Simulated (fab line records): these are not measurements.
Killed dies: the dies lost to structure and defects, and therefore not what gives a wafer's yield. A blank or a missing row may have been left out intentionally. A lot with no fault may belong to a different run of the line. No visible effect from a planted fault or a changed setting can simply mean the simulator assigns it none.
Problem report, 8D (eight disciplines) form, completed by code / flow berkeley_cmos170 / the parts of the form that need people (team, actions taken, sign-off) are left out

1. PROBLEM STATEMENT
UCB170_M2_STRIP_19, oes_product_au: mean 0.417 a.u. on 3 wafers (1 lot); fault-free wafers 0.553 a.u., standard deviation 0.021. That is -6.5 standard deviations from the usual mean.
The step: strips in O2.
Seen first at day 11 08:10 on plasma_asher-03, wafer L165.1. Wafers with a number at this step in the record: 39, from 13 lots. Rule for "out" (also "out of limits"): further than 4 standard deviations from the usual mean. Any other wafer with a number is counted as sound.

2. WHAT IT IS; WHAT IT IS NOT
question=which readings at this step | is=oes_product_au | is not=drypump_motor_current_A
question=which lots | is=L165 | is not=L155, L156, L158, L159, L160, L163, L164, L166, L169, L173, L174, L177
question=which wafers of those lots | is=all that have a number | is not=-
question=read on which tools | is=plasma_asher-03 | is not=plasma_asher-01, plasma_asher-02
question=when | is=from day 11 08:10 | is not=up to then (24 sound wafers); but 12 sound wafers of L169, L173, L174, L177 came after

3. WHAT RULES OUT EACH SUSPECT
Counting: any tool at a process step up to the reading is kept as a suspect provided that every lot that is out went through it and no sound lot did after the first of them.
- litho_track-04 at UCB170_M2_COAT_10 (resist thk 900 nm): kept. It ran the lot that is out, L165 (day 11 06:00), and no sound lot after that; its last sound lot up to then is L166 (day 11 05:00).
- plasma_asher-03 at UCB170_M2_STRIP_19 (strips in O2): ruled out as a lasting fault. Sound lots L174, L173 ran on it after its first lot that is out, L165 (day 11 08:10).
The count leaves litho_track-04 at UCB170_M2_COAT_10.

4. THE CAUSE (what the simulator had put in)
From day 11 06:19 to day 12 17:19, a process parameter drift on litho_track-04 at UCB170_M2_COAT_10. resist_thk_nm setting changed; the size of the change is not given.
Counting left only this tool.

5. THE EFFECT CHAIN, in route order
Each row: a reading whose mean over the struck wafers that have a number lies more than 3 standard deviations from the usual. Scope: only readings with a usual standard deviation given in the record; hours: median across lots of the time from each lot's start at the first step in this table that gives one to its start at this step; sigmas: change in usual standard deviations.
hours=0; step=UCB170_M2_STRIP_19; reading=oes_product_au; usual=0.553 a.u.; on struck wafers=0.417; change=-0.136; sigmas=-6.5
It contains these process steps:
- UCB170_M2_STRIP_19: strips in O2.
At these later measuring or inspecting steps, every struck wafer for which the step has a row has a number for every such reading, and none has moved that far: UCB170_M3_CD_MEAS_15.

6. HOW IT WOULD HAVE BEEN CAUGHT EARLIER
The fault began at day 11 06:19; the first out-of-limits reading in this record came at day 11 08:10, 2 hours later.
Of the tool readings at UCB170_M2_COAT_10 for which the record gives a usual standard deviation, none was out on any struck wafer, so an alarm limit of 4 standard deviations on them would not have fired.
All the lots that are out (1) had begun UCB170_M2_COAT_10 on litho_track-04 by day 11 08:10. Tool hold at that time: it would have spared none of them.
